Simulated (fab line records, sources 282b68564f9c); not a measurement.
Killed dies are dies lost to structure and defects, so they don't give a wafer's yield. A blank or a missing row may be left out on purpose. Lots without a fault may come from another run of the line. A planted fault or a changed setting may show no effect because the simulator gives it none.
Which tool did it? | flow rit_cmos | 15 lots, 45 wafers sampled, at 2 steps of a route of 202

WHAT THE GAUGES READ, wafer by wafer
RIT_SPACER_THK_MEAS_04. Usual: SPACER_NITRIDE_THK 249.2 nm, standard deviation 2.2.
lot  | measured    | on            | SPACER_NITRIDE_THK (nm) | flag
L309 | day 2 22:47 | film_metro-01 | 248.2 250.0 249.0       |
L310 | day 3 03:50 | film_metro-04 | 248.2 246.6 245.6       |
L311 | day 3 09:11 | film_metro-04 | 247.8 246.3 245.5       |
L313 | day 3 18:50 | film_metro-01 | 250.7 248.1 249.7       |
L314 | day 4 02:07 | film_metro-04 | 217.1 214.1 215.5       | OFF
L315 | day 4 04:01 | film_metro-02 | 216.1 218.5 217.7       | OFF
L316 | day 4 09:19 | film_metro-01 | 213.6 214.4 217.4       | OFF
L325 | day 6 07:11 | film_metro-04 | 251.4 249.7 251.0       |
L326 | day 6 12:53 | film_metro-02 | 249.2 252.7 250.9       |
L327 | day 6 21:38 | film_metro-02 | 252.2 252.1 250.7       |
L328 | day 6 23:14 | film_metro-02 | 249.7 248.3 249.5       |
L329 | day 7 02:01 | film_metro-01 | 249.8 250.3 252.4       |
L330 | day 7 07:21 | film_metro-01 | 250.2 247.6 246.7       |
L331 | day 7 11:44 | film_metro-02 | 253.5 253.9 251.9       |
L332 | day 7 17:40 | film_metro-02 | 251.4 251.2 250.8       |

WHICH TOOL RAN EACH LOT (tool, then ch and the chambers of the sampled wafers, then the start)
lot  | RIT_SPACER_CVD_03
L309 | lpcvd-02 ch 0, day 2 20:52
L310 | lpcvd-02 ch 1, day 3 01:55
L311 | lpcvd-01 ch 1, day 3 07:17
L313 | lpcvd-01 ch 1, day 3 16:54
L314 | lpcvd-01 ch 0, day 4 00:11
L315 | lpcvd-01 ch 0, day 4 02:06
L316 | lpcvd-01 ch 0, day 4 07:23
L325 | lpcvd-02 ch 1, day 6 05:16
L326 | lpcvd-02 ch 1, day 6 10:58
L327 | lpcvd-01 ch 1, day 6 19:43
L328 | lpcvd-02 ch 1, day 6 21:18
L329 | lpcvd-02 ch 0, day 7 00:04
L330 | lpcvd-02 ch 1, day 7 05:26
L331 | lpcvd-02 ch 0, day 7 09:49
L332 | lpcvd-02 ch 0, day 7 15:44
- RIT_SPACER_CVD_03: deposits Si3N4 from SiH2Cl2/NH3, target thk 250 nm, time 3300 s.

WHAT THE TOOLS THEMSELVES READ (means of the sampled wafers that have a number; where no wafer has one, the mark that the record gives instead)
The record holds no such reading with a usual standard deviation.

THE ANSWER, worked out from the rows above alone
Rule: a lot is off if the mean of its wafers that have a number lies more than 3 standard deviations from the usual mean. A lot without any number at a reading at which 4 lots or more have one is off too. The other lots that the step has rows for count as sound. The gauges are gone through in route order, then the tools' own readings, and for those a lot's mean is taken as printed above. The first step at which some lot is off is used, and at that step the reading that is off furthest; a lot without a number counts as furthest.
Off: L314, L315, L316, at RIT_SPACER_THK_MEAS_04 (SPACER_NITRIDE_THK).
A tool fits if, at a process step before that reading, it ran every lot that is off, and no sound lot after the first of them. The gauges at RIT_SPACER_THK_MEAS_04 are tried like those tools. None of those tried fits.

WHAT THE SIMULATOR HAD PUT IN
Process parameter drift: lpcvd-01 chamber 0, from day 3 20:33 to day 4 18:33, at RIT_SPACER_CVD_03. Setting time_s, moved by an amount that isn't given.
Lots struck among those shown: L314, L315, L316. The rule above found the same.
